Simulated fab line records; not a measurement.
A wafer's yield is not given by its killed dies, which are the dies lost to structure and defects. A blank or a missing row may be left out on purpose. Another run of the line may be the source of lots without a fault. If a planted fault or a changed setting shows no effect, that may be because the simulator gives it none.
Which tool is to blame? || flow berkeleyCmos170 || 7 lots, 21 wafers sampled, at 2 steps of a route of 331

WHAT THE GAUGES SHOWED, per wafer
UCB170_SILICIDE_RS_MEAS_02: a four-point-probe measurement.
{"lot": "L966", "measured": "day 7 09:34", "on": "filmMetro-02", "SILICIDE_TI_RS (ohm/sq)": "25.1 25.4 25.9"}
{"lot": "L969", "measured": "day 7 22:15", "on": "filmMetro-02", "SILICIDE_TI_RS (ohm/sq)": "25.7 25.8 25.6"}
{"lot": "L972", "measured": "day 9 07:16", "on": "filmMetro-03", "SILICIDE_TI_RS (ohm/sq)": "25.6 25.7 25.8"}
{"lot": "L977", "measured": "day 9 21:21", "on": "filmMetro-02", "SILICIDE_TI_RS (ohm/sq)": "26.0 26.1 25.7"}
{"lot": "L978", "measured": "day 10 05:50", "on": "filmMetro-02", "SILICIDE_TI_RS (ohm/sq)": "26.4 25.9 25.9"}
{"lot": "L981", "measured": "day 10 13:40", "on": "filmMetro-04", "SILICIDE_TI_RS (ohm/sq)": "21.6 21.7 21.8"}
{"lot": "L986", "measured": "day 11 14:13", "on": "filmMetro-02", "SILICIDE_TI_RS (ohm/sq)": "25.5 25.5 25.6"}

WHICH TOOL RAN EACH LOT (tool, then ch and the chambers of the sampled wafers, then the start)
{"lot": "L966", "UCB170_SILICIDE_SPUTTER_01": "pvdSputter-01, day 7 09:32"}
{"lot": "L969", "UCB170_SILICIDE_SPUTTER_01": "pvdSputter-02, day 7 22:12"}
{"lot": "L972", "UCB170_SILICIDE_SPUTTER_01": "pvdSputter-01, day 9 07:14"}
{"lot": "L977", "UCB170_SILICIDE_SPUTTER_01": "pvdSputter-02, day 9 21:17"}
{"lot": "L978", "UCB170_SILICIDE_SPUTTER_01": "pvdSputter-02, day 10 05:47"}
{"lot": "L981", "UCB170_SILICIDE_SPUTTER_01": "pvdSputter-01, day 10 13:38"}
{"lot": "L986", "UCB170_SILICIDE_SPUTTER_01": "pvdSputter-03, day 11 14:09"}
- UCB170_SILICIDE_SPUTTER_01: material Ti, target thk 30 nm, time 25 s.

THE ANSWER, worked out from the rows above alone
Rule: usual is defined by the lots themselves. The widest of any qualifying gaps counts: lots, ordered by their means at a reading, are off when they make up no more than a third of the lots, leave a main group of 4 or more, and stand apart from it by 3 or more times the standard deviation of that group's means. The tables above print the reading to a certain number of digits; a main group whose means all agree to those digits is not used. Also off: a lot with no number at a reading for which 4 or more lots have one. Any other lot the step has rows for is counted as sound.
Off: at UCB170_SILICIDE_RS_MEAS_02 (SILICIDE_TI_RS), L981. The main group has a mean of 25.7 ohm/sq with a standard deviation of 0.21.
If a tool, at a process step before that reading, ran all the lots that are off and no sound lot after the first of them, it fits. Gauges at UCB170_SILICIDE_RS_MEAS_02: tried the same way as those tools. This does not decide it: 2 tools fit, namely pvdSputter-01 at UCB170_SILICIDE_SPUTTER_01 and filmMetro-04 at UCB170_SILICIDE_RS_MEAS_02.

WHAT THE SIMULATOR HAD INSERTED
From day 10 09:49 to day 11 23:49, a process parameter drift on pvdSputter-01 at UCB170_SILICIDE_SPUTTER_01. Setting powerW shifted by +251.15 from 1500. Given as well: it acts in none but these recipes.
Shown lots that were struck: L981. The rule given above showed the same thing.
